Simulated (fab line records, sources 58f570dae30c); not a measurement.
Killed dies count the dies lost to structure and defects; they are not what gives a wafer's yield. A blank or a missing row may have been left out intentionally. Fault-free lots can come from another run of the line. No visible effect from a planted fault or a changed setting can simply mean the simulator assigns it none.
Which tool was responsible? | flow berkeley-cmos170 | 15 lots, 45 wafers sampled, at 2 steps of a route of 331

## WHAT EACH GAUGE READ, for each wafer
UCB170_M1_CD_MEAS_09: target cd 700 nm. Usual: cd-nm 699.9 nm, standard deviation 1.5.
lot  | measured     | on        | cd-nm (nm)        | flag
L281 | day 7 14:36  | cd-sem-02 | 699.5 700.0 697.5 |
L280 | day 7 14:52  | cd-sem-01 | 697.2 698.8 697.0 |
L282 | day 7 15:34  | cd-sem-01 | 701.9 700.6 700.5 |
L283 | day 7 15:53  | cd-sem-02 | 698.9 699.8 699.2 |
L284 | day 7 16:14  | cd-sem-02 | 703.4 701.7 701.6 |
L285 | day 8 04:16  | cd-sem-02 | 700.9 701.4 701.9 |
L289 | day 9 08:02  | cd-sem-02 | 700.0 699.1 700.5 |
L292 | day 9 20:25  | cd-sem-01 | 714.3 714.4 713.0 | OFF
L293 | day 9 22:02  | cd-sem-01 | 710.4 708.9 708.6 | OFF
L295 | day 10 10:51 | cd-sem-01 | 710.1 710.6 710.7 | OFF
L297 | day 10 11:13 | cd-sem-01 | 699.7 698.7 698.8 |
L298 | day 11 04:22 | cd-sem-01 | 698.0 698.3 698.7 |
L299 | day 11 05:19 | cd-sem-01 | 698.2 699.7 698.7 |
L301 | day 11 05:47 | cd-sem-02 | 700.7 701.3 703.0 |
L303 | day 11 08:05 | cd-sem-01 | 700.3 700.1 698.5 |

## WHICH TOOL RAN EACH LOT (tool, then ch and the chambers of the sampled wafers, then the start)
lot  | UCB170_M1_EXPOSE_06
L281 | krf-scanner-01 ch 0, day 7 14:13
L280 | krf-scanner-01 ch 0, day 7 14:25
L282 | krf-scanner-01 ch 0, day 7 15:10
L283 | krf-scanner-02 ch 0, day 7 15:29
L284 | krf-scanner-01 ch 0, day 7 15:50
L285 | krf-scanner-02 ch 0, day 8 03:46
L289 | krf-scanner-02 ch 0, day 9 07:37
L292 | krf-scanner-01 ch 0, day 9 20:02
L293 | krf-scanner-01 ch 0, day 9 20:56
L295 | krf-scanner-01 ch 0, day 10 09:46
L297 | krf-scanner-02 ch 0, day 10 10:22
L298 | krf-scanner-02 ch 0, day 11 03:59
L299 | krf-scanner-02 ch 0, day 11 04:55
L301 | krf-scanner-02 ch 0, day 11 05:23
L303 | krf-scanner-02 ch 0, day 11 07:41
- UCB170_M1_EXPOSE_06: exposes mask METAL1, target cd 700 nm.

## WHAT THE TOOLS THEMSELVES READ (means of the sampled wafers that have a number; where no wafer has one, the mark that the record gives instead)
UCB170_M1_EXPOSE_06. Usual: exposure-dose-mJ-cm2 21.000, standard deviation 0.022.
lot  | tool           | exposure-dose-mJ-cm2 | flag
L281 | krf-scanner-01 | 21.030               |
L280 | krf-scanner-01 | 21.010               |
L282 | krf-scanner-01 | 21.003               |
L283 | krf-scanner-02 | 20.955               |
L284 | krf-scanner-01 | 20.963               |
L285 | krf-scanner-02 | 21.008               |
L289 | krf-scanner-02 | 20.997               |
L292 | krf-scanner-01 | 19.535               | OFF
L293 | krf-scanner-01 | 19.824               | OFF
L295 | krf-scanner-01 | 20.046               | OFF
L297 | krf-scanner-02 | 21.002               |
L298 | krf-scanner-02 | 20.961               |
L299 | krf-scanner-02 | 21.003               |
L301 | krf-scanner-02 | 21.019               |
L303 | krf-scanner-02 | 20.983               |

## THE ANSWER, worked out from the rows above alone
Rule: take the mean of a lot's wafers that have a number; if it is more than 3 standard deviations from the usual mean, the lot is off. Also off: a lot with no number at a reading for which 4 or more lots have one. Any other lot the step has rows for is counted as sound. Order of review: gauges by route order, followed by the tools' own readings, for which a lot's mean as printed above is used. The first step at which some lot is off is used, and at that step the reading that is off furthest; a lot without a number counts as furthest.
Off: L292, L293, L295, at UCB170_M1_CD_MEAS_09 (cd-nm).
A tool fits if, at a process step before that reading, it ran every lot that is off, and no sound lot after the first of them. Not tried: the gauges at UCB170_M1_CD_MEAS_09; whatever is off there is also off at UCB170_M1_EXPOSE_06, on other tools, and gauge error can't account for it. One fits: UCB170_M1_EXPOSE_06 on krf-scanner-01. A fault onset in the window from L284 (day 7 15:50, its last sound lot) to L292 (day 9 20:02, its first lot off) fits.
On the lots that are off, the tool's own readings at UCB170_M1_EXPOSE_06 differ by more than 5 times the standard deviation of the sound lots' means, which bears it out; exposure-dose-mJ-cm2 reads 19.802 there versus 20.994 on the sound lots.

## WHAT THE SIMULATOR HAD PUT IN
Drift in process parameters on krf-scanner-01 at UCB170_M1_EXPOSE_06, starting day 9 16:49. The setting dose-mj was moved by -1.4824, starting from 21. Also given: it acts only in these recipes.
Lots struck among those shown: L292, L293, L295. The rule above found the same.
